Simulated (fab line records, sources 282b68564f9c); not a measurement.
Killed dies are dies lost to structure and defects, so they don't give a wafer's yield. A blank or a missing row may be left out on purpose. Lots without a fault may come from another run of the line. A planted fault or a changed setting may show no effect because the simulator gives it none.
Which tool did it? | flow rit_cmos | 7 lots, 21 wafers sampled, at 3 steps of a route of 202

WHAT THE GAUGES READ, wafer by wafer
RIT_SPACER_THK_MEAS_04.
lot  | measured    | on            | SPACER_NITRIDE_THK (nm)
L826 | day 3 02:48 | film_metro-03 | 251.0 252.0 251.5
L828 | day 3 12:51 | film_metro-03 | 249.6 249.8 252.8
L831 | day 4 04:31 | film_metro-03 | 248.1 248.2 252.5
L838 | day 5 20:51 | film_metro-02 | 167.0 170.0 170.2
L840 | day 6 05:31 | film_metro-02 | 252.7 250.4 248.5
L842 | day 6 17:11 | film_metro-02 | 253.9 251.1 254.8
L845 | day 7 09:07 | film_metro-03 | 247.9 247.2 248.7

WHICH TOOL RAN EACH LOT (tool, then ch and the chambers of the sampled wafers, then the start)
lot  | RIT_GATE_STRIP_20                   | RIT_SPACER_CVD_03
L826 | plasma_asher-01 ch 0,1, day 2 17:58 | lpcvd-02 ch 1, day 3 00:52
L828 | plasma_asher-01 ch 0,1, day 3 04:07 | lpcvd-02 ch 1, day 3 10:56
L831 | plasma_asher-02 ch 0,1, day 3 19:53 | lpcvd-01 ch 0, day 4 02:36
L838 | plasma_asher-02 ch 0,1, day 5 10:32 | lpcvd-02 ch 0, day 5 17:58
L840 | plasma_asher-02 ch 0,1, day 5 19:26 | lpcvd-01 ch 1, day 6 03:36
L842 | plasma_asher-02 ch 0,1, day 6 07:04 | lpcvd-01 ch 1, day 6 15:15
L845 | plasma_asher-01 ch 0,1, day 6 22:45 | lpcvd-01 ch 0, day 7 07:10
- RIT_GATE_STRIP_20: strips in O2, time 180 s.
- RIT_SPACER_CVD_03: deposits Si3N4 from SiH2Cl2/NH3, target thk 250 nm, time 3300 s.

THE ANSWER, worked out from the rows above alone
Rule: what is usual is taken from the lots themselves. Put in order of their means at a reading, lots are off if they are a third of the lots or fewer, leave a main group of 4 or more, and stand apart from it by a gap of 3 or more times the standard deviation of the main group's means; of several such gaps the widest counts. A main group whose means are all the same, to the digits that the tables above print for the reading, isn't used. A lot without any number at a reading at which 4 lots or more have one is off too. The other lots that the step has rows for count as sound.
Off: L838, at RIT_SPACER_THK_MEAS_04 (SPACER_NITRIDE_THK). The main group: mean 250.6 nm, standard deviation 1.6.
A tool fits if, at a process step before that reading, it ran every lot that is off, and no sound lot after the first of them. The gauges at RIT_SPACER_THK_MEAS_04 are tried like those tools. One fits: lpcvd-02 at RIT_SPACER_CVD_03. Its last sound lot is L828 (day 3 10:56), its first lot that is off L838 (day 5 17:58): a fault that began between those two fits.

WHAT THE SIMULATOR HAD PUT IN
Process parameter drift: lpcvd-02, from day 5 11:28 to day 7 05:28, at RIT_SPACER_CVD_03. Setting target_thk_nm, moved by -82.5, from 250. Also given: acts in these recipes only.
Lots struck among those shown: L838. The rule above found the same.
